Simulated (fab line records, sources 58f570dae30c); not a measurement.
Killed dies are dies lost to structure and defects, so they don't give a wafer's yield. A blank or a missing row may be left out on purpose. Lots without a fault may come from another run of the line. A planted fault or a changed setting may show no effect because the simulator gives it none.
fab line records | flow berkeley_cmos170 | part 2 of 2: steps 30 to 40 of 40
record lots=5 wafers=15 last_day=11
route steps=331 shown NWELL@26 PWELL@34 WELLDRIVE@55 ACTIVE@60
lots that met no fault: from a run of the same line without faults
start_h: hours from the record's first day to the start of the lot's first wafer shown | wait_h: hours since the lot's step before | " the same as in the row above | L1.1+2: a row that stands for several wafers | - no value, or no start given | * or withheld: withheld | < > ~ a bound
route shown NAME@n: a module of which the file shows steps, and the number in the route of the first | usual: mean/standard deviation of fault-free wafers | same: alike in all rows | chamber/n: place in a boat | sites: the reading at each site | _std_site: their standard deviation | _edge_site: outer sites' mean less inner sites' | radius_mm: how far each site lies from the wafer's centre | mask NAME#n: copy n | behind: the tool/chamber that last shaped the wafer | hold: why the lot was held/for how many hours/how that ended | device: the transistor (n, p or np) that didn't switch | end of line: the same wafers' tests at the end of the route | a step without rows: its recipe alone | killed: dies lost to structure and defects at the first sort, not the wafer's yield | map: a wafer's dies, x killed, . not, _ none there
set.NAME: the setting as run; set.NAME@STEP: as run at that earlier step | model.NAME: the simulator's own value behind a step, which no gauge read
lots at some steps of the route; a table a step, a row a wafer
services: from which hour (start_h, from the record's first day; less than 0 if before it) a tool's chamber was out of use, for how many hours, and why
## steps
# step UCB170_WELLDRIVE_CLEAN_00
# recipe chemistry=SPM temp_c=120 time_s=600
# columns lot.wafer tool chamber start_h wait_h
L074.2+5+6 wet_bench-01 1 59.46 1.7
L079.2+3+4 wet_bench-04 3 89.90 0.6
L082.1+4+6 wet_bench-04 3 94.93 0.0
L085.2+3+4 wet_bench-03 1 115.62 0.0
L097.1+3+4 wet_bench-01 2 172.04 0.0
# step UCB170_WELLDRIVE_OXIDATION_01
# recipe temp_c=1100 ambient=O2 target_thk_a=1990 ox_time_s=9000
# usual tube_center_temp_C=1100/0.11 zone_power_centre_pct=51/3.6
# columns lot.wafer tool chamber start_h wait_h tube_center_temp_C zone_power_centre_pct
L074.2 furnace-02 0 61.73 2.1 1100 53
L074.5 " 0 " " 1100.2 53
L074.6 " 0 " " 1099.9 52
L079.2 furnace-03 0 91.27 1.2 1100 54
L079.3 " 0 " " 1099.8 54
L079.4 " 0 " " 1100.1 54
L082.1 furnace-02 0 102.67 7.5 1099.9 53
L082.4 " 0 " " 1100 53
L082.6 " 0 " " 1100 51
L085.2 furnace-03 0 117.30 1.5 1100 55
L085.3 " 0 " " 1100 54
L085.4 " 0 " " 1100 53
L097.1 furnace-03 0 175.73 3.5 1099.9 54
L097.3 " 0 " " 1100.2 55
L097.4 " 0 " " 1099.7 53
# step UCB170_WELLDRIVE_THK_MEAS_02
# recipe reads=SiO2_of_WELLDRIVE_OXIDATION_01
# usual WELLDRIVE_OXIDE_THK=198/3.5
# columns lot.wafer tool chamber start_h wait_h WELLDRIVE_OXIDE_THK[nm]
L074.2 film_metro-01 - 65.24 0.0 198
L074.5 " - " " 198
L074.6 " - " " 199
L079.2 film_metro-01 - 94.78 0.0 197
L079.3 " - " " 197
L079.4 " - " " 196
L082.1 film_metro-01 - 106.17 0.0 200
L082.4 " - " " 199
L082.6 " - " " 202
L085.2 film_metro-01 - 120.81 0.0 196
L085.3 " - " " 200
L085.4 " - " " 198
L097.1 film_metro-01 - 179.23 0.0 196
L097.3 " - " " 198
L097.4 " - " " 194
# step UCB170_WELLDRIVE_ANNEAL_03
# recipe temp_c=1100 time_s=900 ambient=N2
# usual tube_center_temp_C=1100.0/0.12 zone_power_centre_pct=48/4.4
# columns lot.wafer tool chamber start_h wait_h tube_center_temp_C zone_power_centre_pct
L074.2 furnace-04 0 69.47 4.2 1099.9 44
L074.5 " 0 " " 1100.1 45
L074.6 " 0 " " 1099.8 44
L079.2 furnace-04 0 101.45 6.7 1100.0 44
L079.3 " 0 " " 1099.9 44
L079.4 " 0 " " 1100.0 44
L082.1 furnace-03 0 109.80 3.6 1100.0 54
L082.4 " 0 " " 1099.9 54
L082.6 " 0 " " 1100.1 55
L085.2 furnace-03 0 123.97 3.1 1100.1 53
L085.3 " 0 " " 1099.9 52
L085.4 " 0 " " 1100.0 54
L097.1 furnace-02 0 184.25 5.0 1099.9 52
L097.3 " 0 " " 1099.9 53
L097.4 " 0 " " 1100.1 53
# step UCB170_WELLDRIVE_WET_ETCH_04
# recipe chemistry=BOE dilution=5:1 target=SiO2 temp_c=25 time_s=120
# columns lot.wafer tool chamber start_h wait_h
L074.2+5+6 wet_bench-04 1 70.88 0.2
L079.2+3+4 wet_bench-01 1 102.70 0.0
L082.1+4+6 wet_bench-04 1 111.11 0.1
L085.2+3+4 wet_bench-04 2 125.22 0.0
L097.1+3+4 wet_bench-03 2 188.50 3.0
# step UCB170_ACTIVE_CLEAN_00
# recipe chemistry=SPM temp_c=120 time_s=600
# columns lot.wafer tool chamber start_h wait_h
L074.2+5+6 wet_bench-04 0 70.99 0.1
L079.2+3+4 wet_bench-03 2 102.75 0.0
L082.1+4+6 wet_bench-01 1 113.59 2.4
L085.2+3+4 wet_bench-04 1 125.26 0.0
L097.1+3+4 wet_bench-03 3 188.81 0.3
# step UCB170_ACTIVE_CLEAN_01
# recipe chemistry=dHF dilution=25:1 time_s=60
# columns lot.wafer tool chamber start_h wait_h
L074.2+5+6 wet_bench-04 3 71.17 0.0
L079.2+3+4 wet_bench-01 1 102.92 0.0
L082.1+4+6 wet_bench-01 3 114.37 0.6
L085.2+3+4 wet_bench-04 2 125.45 0.0
L097.1+3+4 wet_bench-03 0 189.68 0.7
# step UCB170_ACTIVE_OXIDATION_02
# recipe temp_c=1000 ambient=O2 target_thk_a=264 ox_time_s=1260
# usual tube_center_temp_C=1000/0.094 zone_power_centre_pct=47.5/1.4
# columns lot.wafer tool chamber start_h wait_h tube_center_temp_C zone_power_centre_pct
L074.2 furnace-03 0 73.22 2.0 1000 48.7
L074.5 " 0 " " 999.93 48.3
L074.6 " 0 " " 1000.1 48.4
L079.2 furnace-02 0 106.17 3.2 999.95 46.4
L079.3 " 0 " " 1000 46.2
L079.4 " 0 " " 1000 47.2
L082.1 furnace-02 0 116.02 1.6 1000.1 46.8
L082.4 " 0 " " 1000 46.3
L082.6 " 0 " " 999.96 46.6
L085.2 furnace-02 0 128.54 3.1 1000.1 47.5
L085.3 " 0 " " 999.92 46.7
L085.4 " 0 " " 1000.1 46.7
L097.1 furnace-01 0 191.66 2.0 999.82 51.8
L097.3 " 0 " " 1000 52.0
L097.4 " 0 " " 1000 51.0
# step UCB170_ACTIVE_THK_MEAS_03
# recipe reads=SiO2_of_ACTIVE_OXIDATION_02
# usual ACTIVE_OXIDE_THK=26.2/0.45
# columns lot.wafer tool chamber start_h wait_h ACTIVE_OXIDE_THK[nm]
L074.2 film_metro-02 - 74.58 0.0 26.2
L074.5 " - " " 25.7
L074.6 " - " " 26.2
L079.2 film_metro-02 - 107.53 0.0 25.4
L079.3 " - " " 25.8
L079.4 " - " " 25.6
L082.1 film_metro-04 - 117.37 0.0 26.5
L082.4 " - " " 26.5
L082.6 " - " " 26.0
L085.2 film_metro-01 - 129.90 0.0 26.6
L085.3 " - " " 26.7
L085.4 " - " " 26.7
L097.1 film_metro-02 - 193.01 0.0 26.1
L097.3 " - " " 25.7
L097.4 " - " " 26.0
# step UCB170_ACTIVE_ANNEAL_04
# recipe temp_c=1000 time_s=900 ambient=N2
# usual tube_center_temp_C=1000/0.089 zone_power_centre_pct=48.1/1.9
# columns lot.wafer tool chamber start_h wait_h tube_center_temp_C zone_power_centre_pct
L074.2 furnace-03 0 76.07 1.5 999.97 47.5
L074.5 " 0 " " 1000.1 47.5
L074.6 " 0 " " 1000.1 48.7
L079.2 furnace-02 0 110.27 2.7 1000 47.0
L079.3 " 0 " " 1000 47.0
L079.4 " 0 " " 1000.1 46.2
L082.1 furnace-02 0 120.20 2.8 1000 46.9
L082.4 " 0 " " 1000.1 46.9
L082.6 " 0 " " 1000 46.6
L085.2 furnace-03 0 133.07 3.2 1000.2 47.8
L085.3 " 0 " " 1000 48.3
L085.4 " 0 " " 1000 47.2
L097.1 furnace-03 0 193.50 0.5 999.99 47.3
L097.3 " 0 " " 1000.1 47.4
L097.4 " 0 " " 999.96 48.0
# step UCB170_ACTIVE_CVD_05
# recipe material=Si3N4 target_thk_nm=220 temp_c=800 precursor=SiH2Cl2/NH3 time_s=3300 pressure_mtorr=200 sih2cl2_flow_sccm=25 nh3_flow_sccm=75
# usual zone_power_centre_pct=35.9/1.1
# columns lot.wafer tool chamber start_h wait_h zone_power_centre_pct
L074.2 lpcvd-01 1 77.55 0.2 34.3
L074.5 " 1 " " 34.7
L074.6 " 1 " " 34.1
L079.2 lpcvd-02 1 111.67 0.1 35.1
L079.3 " 1 " " 34.3
L079.4 " 1 " " 34.7
L082.1 lpcvd-02 1 121.60 0.1 34.3
L082.4 " 1 " " 34.9
L082.6 " 1 " " 35.0
L085.2 lpcvd-02 0 134.72 0.4 36.7
L085.3 " 0 " " 36.4
L085.4 " 0 " " 36.3
L097.1 lpcvd-01 1 194.75 0.0 35.0
L097.3 " 1 " " 34.6
L097.4 " 1 " " 34.5
## services
# columns tool chamber start_h hours kind
furnace-02 - 7.88 3.0 pm
krf_scanner-02 - 8.90 1.5 repair
furnace-03 - 34.38 3.6 pm
furnace-03 - 38.42 1.9 repair
lpcvd-02 - 43.84 6.1 pm
krf_scanner-02 - 53.08 1.0 pm
furnace-01 - 64.81 4.4 pm
wet_bench-03 - 70.05 24.4 pm
implanter-02 - 71.36 2.3 repair
furnace-01 - 85.17 4.1 pm
furnace-04 - 85.32 13.5 pm
plasma_asher-02 - 86.30 2.8 pm
krf_scanner-02 - 90.05 4.4 repair
furnace-01 - 93.56 10.2 pm
krf_scanner-02 - 105.46 0.8 pm
krf_scanner-02 - 121.06 1.3 pm
krf_scanner-02 - 126.62 4.4 pm
furnace-01 - 135.52 2.9 pm
furnace-02 - 150.39 4.7 pm
krf_scanner-02 - 152.90 0.2 repair
wet_bench-03 - 162.95 1.9 pm
wet_bench-03 - 171.88 2.5 repair
furnace-02 - 176.47 2.6 pm
implanter-02 - 177.48 1.1 repair
